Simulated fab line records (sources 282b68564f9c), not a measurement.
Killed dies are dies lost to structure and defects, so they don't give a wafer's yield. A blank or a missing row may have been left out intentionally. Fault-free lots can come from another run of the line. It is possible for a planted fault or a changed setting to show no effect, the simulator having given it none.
Problem report in the 8D (eight disciplines) form, filled by code / flow rit_cmos / the parts of the form that need people (team, actions taken, sign-off) are left out

## 1. WHAT WENT WRONG
Mean PWELL_OVL at RIT_PWELL_OVL_MEAS_06: 421.4 nm over 6 wafers in 2 lots; fault-free wafers: -0.4 nm, standard deviation 1.8. So: +99 or more standard deviations from the usual mean.
Earliest sighting: wafer L536.2 on overlay-01 at day 4 00:08. At this step, 42 wafers from 14 lots have a number in the record. Rule for "out" (also "out of limits"): further than 4 standard deviations from the usual mean. The other wafers with a number count as sound.

## 2. WHAT IT IS, WHAT IT ISN'T
question=which readings at this step | is=PWELL_OVL | is not=-
question=which lots | is=L536, L541 | is not=L528, L529, L530, L531, L532, L533, L534, L535, L537, L540, L547, L548
question=which wafers of those lots | is=all that have a number | is not=-
question=read on which gauges | is=overlay-01 | is not=overlay-02
question=when | is=from day 4 00:08 | is not=up to then (24 sound wafers); but 12 sound wafers of L537, L540, L547, L548 came after

## 3. THE SUSPECTS, EACH WITH WHAT RULES IT OUT
Counting: a tool stays on the suspect list if, at a process step up to the reading, it processed all lots that are out and no sound lot following the first of them.
- the gauge at RIT_PWELL_OVL_MEAS_06: kept. All the wafers that are out were read on overlay-01, and no step on other tools shows them out.
- iline_stepper-01 at RIT_PWELL_EXPOSE_03 (exposes mask M3, target cd 43700 nm): kept. All lots that are out passed through it, beginning with L536 at day 3 23:35, and no sound lot followed; its final sound lot before that point was L535 at day 3 13:40.
Left after counting: iline_stepper-01 at RIT_PWELL_EXPOSE_03, overlay-01 at RIT_PWELL_OVL_MEAS_06.

## 4. THE CAUSE (what the simulator had put in)
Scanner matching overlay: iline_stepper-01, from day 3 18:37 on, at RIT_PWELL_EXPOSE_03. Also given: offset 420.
Counting leaves 2 suspects; this tool is one of them.

## 5. THE CHAIN OF EFFECTS, in route order
One row per reading whose mean, taken over the struck wafers that have a number, lies over 3 standard deviations from the usual. Only readings for which the record gives a usual standard deviation are gone through. hours: the time from each lot's start at the first step in this table that gives one to its start at this step, as a median over the lots. sigmas: the change in usual standard deviations.
hours=0; step=RIT_PWELL_OVL_MEAS_06; reading=PWELL_OVL; usual=-0.4 nm; on struck wafers=421.4; change=+421.8; sigmas=+99 or more

## 6. WHAT WOULD HAVE CAUGHT IT SOONER
The first out-of-limits reading at a measuring or inspecting step in this record came at day 4 00:08, 6 hours after the fault's start at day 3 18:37.
Among the 2 lots that are out, L541 began RIT_PWELL_EXPOSE_03 on iline_stepper-01 after day 4 00:08. Had the tool been put on hold then, it would have been spared.
